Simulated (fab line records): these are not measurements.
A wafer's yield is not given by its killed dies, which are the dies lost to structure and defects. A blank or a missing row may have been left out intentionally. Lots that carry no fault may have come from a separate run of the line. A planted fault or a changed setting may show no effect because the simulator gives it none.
Split-lot experiment | flow berkeley_cmos170 | 5 lots, 23 wafers read, on a route of 331 steps

== THE SPLIT ==
At UCB170_M3_METAL_ETCH_18 (etches Al in Cl2/BCl3, stops on SiO2, target depth 1170 nm, time 195 s), the setting time_s was moved away from the recipe's 195 s on 9 of the 23 wafers read, by -7.1% to +12.3%. All remaining wafers had this setting at the recipe value.

There is no step in the file separating the split from the reading.

== THE READING ==
oes_product_au, in a.u., at UCB170_M3_STRIP_19 (strips in O2). A value of 0.529 a.u. with a standard deviation of 0.012 a.u. is what fault-free wafers of this fab line usually give.

wafer  | tool, chamber at the split | time_s as run, s | against the recipe | oes_product_au, a.u. | against lot-mates on the recipe
L074.1 | rie_metal-04, 1            | 195              | recipe             | 0.530                | -
L074.5 | rie_metal-04, 0            | 195              | recipe             | 0.513                | -
L074.6 | rie_metal-04, 1            | 195              | recipe             | 0.530                | -
L076.1 | rie_metal-02, 1            | 195              | recipe             | 0.533                | -
L076.2 | rie_metal-02, 0            | 195              | recipe             | 0.528                | -
L076.3 | rie_metal-02, 0            | 218.9            | +12.3%             | 0.441                | -0.089
L076.4 | rie_metal-02, 1            | 218.9            | +12.3%             | 0.437                | -0.093
L076.6 | rie_metal-02, 0            | 195              | recipe             | 0.528                | -
L077.2 | rie_metal-04, 0            | 195              | recipe             | 0.519                | -
L077.3 | rie_metal-04, 0            | 208.5            | +6.9%              | 0.479                | -0.042
L077.4 | rie_metal-04, 1            | 208.5            | +6.9%              | 0.480                | -0.041
L077.5 | rie_metal-04, 0            | 195              | recipe             | 0.516                | -
L077.6 | rie_metal-04, 1            | 195              | recipe             | 0.527                | -
L081.1 | rie_metal-04, 0            | 195              | recipe             | 0.524                | -
L081.2 | rie_metal-04, 1            | 211.8            | +8.6%              | 0.473                | -0.047
L081.3 | rie_metal-04, 0            | 195              | recipe             | 0.516                | -
L081.5 | rie_metal-04, 0            | 211.8            | +8.6%              | 0.455                | -0.065
L081.6 | rie_metal-04, 1            | 211.8            | +8.6%              | 0.482                | -0.038
L084.1 | rie_metal-03, 0            | 195              | recipe             | 0.514                | -
L084.3 | rie_metal-03, 1            | 195              | recipe             | 0.532                | -
L084.4 | rie_metal-03, 0            | 181.1            | -7.1%              | 0.573                | +0.054
L084.5 | rie_metal-03, 1            | 181.1            | -7.1%              | 0.597                | +0.078
L084.6 | rie_metal-03, 0            | 195              | recipe             | 0.510                | -

FIT RESULTS
A straight line over all 23 wafers: oes_product_au changes by -0.00699 a.u. for each +1% of time_s; r = -0.97; the points scatter about the line by 0.0094 a.u.
The same after taking each lot's own level away (the mean of its wafers on the recipe; 23 wafers): -0.00722 a.u. for each +1%; r = -0.97; scatter 0.0098 a.u.
According to that fit, moving time_s by its largest amount changes the reading by 0.089 a.u.
The lots' own levels span 0.5187 to 0.5297 a.u., that is 0.9 times the standard deviation above.
The two slopes are in agreement: the lot-to-lot level therefore moves the slope only a little.
Check: -0.0841 a.u. against its lot-mates is what the line predicts for one of the wafers moved furthest among these (+12.3%) when that wafer is left out of the fit. Against them it came out at -0.0887 a.u.

== FURTHER SPLITS ON THESE WAFERS ==
Other splits were also applied to these wafers ahead of the reading. Each is held against what the fit with the lots' levels taken away leaves over:
other split on the same wafers           | wafers away from the commonest value | r with oes_product_au (lot level and that fit taken away)
UCB170_M2_EXPOSE_12 dose_mj              | 12                                   | +0.13
UCB170_V2_CMP_02 leave_above_ref_nm      | 7                                    | +0.57
UCB170_V2_COAT_07 resist_thk_nm          | 6                                    | -0.14
UCB170_M3_SPUTTER_01 chamber_pressure_pa | 18                                   | +0.10

== THE WHOLE CHAIN: every reading that the file lists as answering this split, in the file's order ==
step                    | what it does                                                           | reading                                                                   | change (the file's fit)                   | r (the file's)
UCB170_M3_METAL_ETCH_18 | etches Al in Cl2/BCl3, stops on SiO2, target depth 1170 nm, time 195 s | KrF_of_M3_COAT_10.thk_nm (the simulator's own value, which no gauge read) | -6.9 nm for each +1% of the setting       | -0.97
UCB170_M3_STRIP_19      | strips in O2                                                           | oes_product_au                                                            | -0.00707 a.u. for each +1% of the setting | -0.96

== THE FILE'S OWN FIT ==
oes_product_au changes by -0.00707 a.u. for each +1% of time_s, r = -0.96.
